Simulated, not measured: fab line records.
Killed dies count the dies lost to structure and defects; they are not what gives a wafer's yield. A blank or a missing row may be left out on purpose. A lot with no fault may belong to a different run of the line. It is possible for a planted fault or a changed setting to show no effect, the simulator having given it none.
Which tool did it? :: flow berkeley_cmos170 :: 14 lots, 42 wafers sampled, at 4 steps of a route of 331

== WHAT THE GAUGES READ, wafer by wafer ==
UCB170_NWELL_THK_MEAS_02.
lot: L254
measured: day 2 08:19
on: film_metro-01
NWELL_OXIDE_THK (nm): 25.9 26.2 26.0

lot: L255
measured: day 2 08:19
on: film_metro-02
NWELL_OXIDE_THK (nm): 25.3 25.4 25.7

lot: L258
measured: day 3 07:43
on: film_metro-04
NWELL_OXIDE_THK (nm): 26.1 26.4 25.9

lot: L257
measured: day 3 07:43
on: film_metro-02
NWELL_OXIDE_THK (nm): 25.2 25.6 25.9

lot: L261
measured: day 4 04:36
on: film_metro-04
NWELL_OXIDE_THK (nm): 25.9 25.8 26.0

lot: L262
measured: day 4 04:36
on: film_metro-01
NWELL_OXIDE_THK (nm): 25.6 25.0 26.0

lot: L264
measured: day 4 11:28
on: film_metro-02
NWELL_OXIDE_THK (nm): 26.4 26.1 25.7

lot: L265
measured: day 4 16:59
on: film_metro-02
NWELL_OXIDE_THK (nm): 26.3 26.6 26.3

lot: L267
measured: day 4 20:05
on: film_metro-04
NWELL_OXIDE_THK (nm): 26.5 26.4 27.1

lot: L266
measured: day 4 20:06
on: film_metro-02
NWELL_OXIDE_THK (nm): 25.4 26.2 25.8

lot: L269
measured: day 5 14:47
on: film_metro-02
NWELL_OXIDE_THK (nm): 26.3 25.7 25.4

lot: L273
measured: day 6 08:04
on: film_metro-01
NWELL_OXIDE_THK (nm): 26.0 26.4 26.1

lot: L275
measured: day 6 20:28
on: film_metro-02
NWELL_OXIDE_THK (nm): 26.4 26.3 26.6

lot: L276
measured: day 7 01:08
on: film_metro-01
NWELL_OXIDE_THK (nm): 26.4 26.9 26.3

UCB170_ACTIVE_CD_MEAS_13: target cd 1200 nm.
lot: L254
measured: day 5 12:13
on: cd_sem-01
cd_nm (nm): 1202.1 1201.8 1202.4

lot: L255
measured: day 5 12:05
on: cd_sem-01
cd_nm (nm): 1200.6 1202.5 1201.6

lot: L258
measured: day 5 21:33
on: cd_sem-01
cd_nm (nm): 1200.3 1200.2 1200.6

lot: L257
measured: day 5 21:27
on: cd_sem-01
cd_nm (nm): 1200.6 1202.0 1203.1

lot: L261
measured: day 7 03:55
on: cd_sem-01
cd_nm (nm): 1201.1 1201.4 1201.9

lot: L262
measured: day 7 04:37
on: cd_sem-02
cd_nm (nm): 1198.4 1199.7 1198.8

lot: L264
measured: day 7 04:39
on: cd_sem-01
cd_nm (nm): - - -

lot: L265
measured: day 7 09:42
on: cd_sem-01
cd_nm (nm): 1200.3 1199.4 1200.0

lot: L267
measured: day 7 09:24
on: cd_sem-01
cd_nm (nm): - - -

lot: L266
measured: day 7 14:04
on: cd_sem-01
cd_nm (nm): 1200.7 1199.0 1199.3

lot: L269
measured: day 8 02:39
on: cd_sem-02
cd_nm (nm): 1199.5 1198.7 1198.5

lot: L273
measured: day 9 02:40
on: cd_sem-01
cd_nm (nm): 1201.3 1202.4 1202.3

lot: L275
measured: day 9 15:55
on: cd_sem-01
cd_nm (nm): 1202.2 1200.8 1201.5

lot: L276
measured: day 9 15:39
on: cd_sem-02
cd_nm (nm): 1202.3 1203.2 1200.5

UCB170_SCREENOX_THK_MEAS_02.
lot: L254
measured: day 6 20:21
on: film_metro-02
SCREENOX_OXIDE_THK (nm): 14.55 14.18 14.52

lot: L255
measured: day 6 20:21
on: film_metro-03
SCREENOX_OXIDE_THK (nm): 14.34 14.36 14.34

lot: L258
measured: day 7 03:20
on: film_metro-02
SCREENOX_OXIDE_THK (nm): 14.08 13.98 14.22

lot: L257
measured: day 7 03:21
on: film_metro-03
SCREENOX_OXIDE_THK (nm): 14.43 14.53 14.51

lot: L261
measured: day 8 17:20
on: film_metro-03
SCREENOX_OXIDE_THK (nm): 14.91 14.92 14.92

lot: L262
measured: day 8 17:16
on: film_metro-02
SCREENOX_OXIDE_THK (nm): 14.72 14.78 15.01

lot: L265
measured: day 8 17:23
on: film_metro-03
SCREENOX_OXIDE_THK (nm): 15.08 14.74 14.87

lot: L266
measured: day 8 17:23
on: film_metro-04
SCREENOX_OXIDE_THK (nm): 14.41 14.39 14.19

lot: L269
measured: day 9 13:38
on: film_metro-04
SCREENOX_OXIDE_THK (nm): 14.28 14.50 14.58

lot: L273
measured: day 10 11:02
on: film_metro-04
SCREENOX_OXIDE_THK (nm): 14.76 14.61 14.59

lot: L275
measured: day 10 21:53
on: film_metro-03
SCREENOX_OXIDE_THK (nm): 14.13 14.23 14.26

lot: L276
measured: day 10 22:00
on: film_metro-03
SCREENOX_OXIDE_THK (nm): 14.55 14.60 14.47

== WHICH TOOL RAN EACH LOT (tool, then ch and the chambers of the sampled wafers, then the start) ==
lot: L254
UCB170_ACTIVE_EXPOSE_10: krf_scanner-01 ch 0, day 5 10:59

lot: L255
UCB170_ACTIVE_EXPOSE_10: krf_scanner-02 ch 0, day 5 10:38

lot: L258
UCB170_ACTIVE_EXPOSE_10: krf_scanner-01 ch 0, day 5 19:55

lot: L257
UCB170_ACTIVE_EXPOSE_10: krf_scanner-01 ch 0, day 5 19:49

lot: L261
UCB170_ACTIVE_EXPOSE_10: krf_scanner-02 ch 0, day 7 02:11

lot: L262
UCB170_ACTIVE_EXPOSE_10: krf_scanner-02 ch 0, day 7 02:50

lot: L264
UCB170_ACTIVE_EXPOSE_10: krf_scanner-01, day 7 03:05

lot: L265
UCB170_ACTIVE_EXPOSE_10: krf_scanner-02 ch 0, day 7 07:24

lot: L267
UCB170_ACTIVE_EXPOSE_10: krf_scanner-02, day 7 07:11

lot: L266
UCB170_ACTIVE_EXPOSE_10: krf_scanner-02 ch 0, day 7 12:14

lot: L269
UCB170_ACTIVE_EXPOSE_10: krf_scanner-01 ch 0, day 8 02:16

lot: L273
UCB170_ACTIVE_EXPOSE_10: krf_scanner-01 ch 0, day 9 02:16

lot: L275
UCB170_ACTIVE_EXPOSE_10: krf_scanner-01 ch 0, day 9 15:30

lot: L276
UCB170_ACTIVE_EXPOSE_10: krf_scanner-02 ch 0, day 9 15:16
- UCB170_ACTIVE_EXPOSE_10: exposes mask ACTIVE, target cd 1200 nm.

== WHAT THE TOOLS THEMSELVES READ (means of the sampled wafers that have a number; where no wafer has one, the mark that the record gives instead) ==
UCB170_ACTIVE_EXPOSE_10.
lot: L254
tool: krf_scanner-01
exposure_dose_mJ_cm2: 20.28
focus_offset_nm (nm): -0.5

lot: L255
tool: krf_scanner-02
exposure_dose_mJ_cm2: 19.99
focus_offset_nm (nm): 0.0

lot: L258
tool: krf_scanner-01
exposure_dose_mJ_cm2: 20.27
focus_offset_nm (nm): 0.5

lot: L257
tool: krf_scanner-01
exposure_dose_mJ_cm2: 20.27
focus_offset_nm (nm): 0.3

lot: L261
tool: krf_scanner-02
exposure_dose_mJ_cm2: 19.98
focus_offset_nm (nm): -0.5

lot: L262
tool: krf_scanner-02
exposure_dose_mJ_cm2: 20.01
focus_offset_nm (nm): 0.1

lot: L264
tool: krf_scanner-01
exposure_dose_mJ_cm2: -
focus_offset_nm (nm): -

lot: L265
tool: krf_scanner-02
exposure_dose_mJ_cm2: 20.00
focus_offset_nm (nm): -0.1

lot: L267
tool: krf_scanner-02
exposure_dose_mJ_cm2: -
focus_offset_nm (nm): -

lot: L266
tool: krf_scanner-02
exposure_dose_mJ_cm2: 20.01
focus_offset_nm (nm): 0.0

lot: L269
tool: krf_scanner-01
exposure_dose_mJ_cm2: 20.30
focus_offset_nm (nm): 0.9

lot: L273
tool: krf_scanner-01
exposure_dose_mJ_cm2: 20.31
focus_offset_nm (nm): -0.4

lot: L275
tool: krf_scanner-01
exposure_dose_mJ_cm2: 20.31
focus_offset_nm (nm): -0.5

lot: L276
tool: krf_scanner-02
exposure_dose_mJ_cm2: 19.97
focus_offset_nm (nm): 0.0

== THE ANSWER, worked out from the rows above alone ==
Rule: the lots themselves supply what counts as usual. Put in order of their means at a reading, lots are off if they are a third of the lots or fewer, leave a main group of 4 or more, and stand apart from it by a gap of 3 or more times the standard deviation of the main group's means; of several such gaps the widest counts. If all means in a main group match to the digits the tables above print for the reading, that group is not used. A lot without any number at a reading at which 4 lots or more have one is off too. The other lots that the step has rows for count as sound. First the gauges in route order, then the tools' own readings, where a lot's mean is used as printed above. The first step at which some lot is off is used, and at that step the reading that is off furthest; a lot without a number counts as furthest.
Off: L264, L267, at UCB170_ACTIVE_CD_MEAS_13 (cd_nm). Without a number there: L264, L267. Main group: mean 1200.9 nm, sd 1.2.
If a tool, at a process step before that reading, ran all the lots that are off and no sound lot after the first of them, it fits. Not tried: the gauges at UCB170_ACTIVE_CD_MEAS_13; whatever is off there is also off at UCB170_ACTIVE_EXPOSE_10, on other tools, and gauge error can't account for it. None of those tried fits.

== WHAT THE SIMULATOR HAD PUT IN ==
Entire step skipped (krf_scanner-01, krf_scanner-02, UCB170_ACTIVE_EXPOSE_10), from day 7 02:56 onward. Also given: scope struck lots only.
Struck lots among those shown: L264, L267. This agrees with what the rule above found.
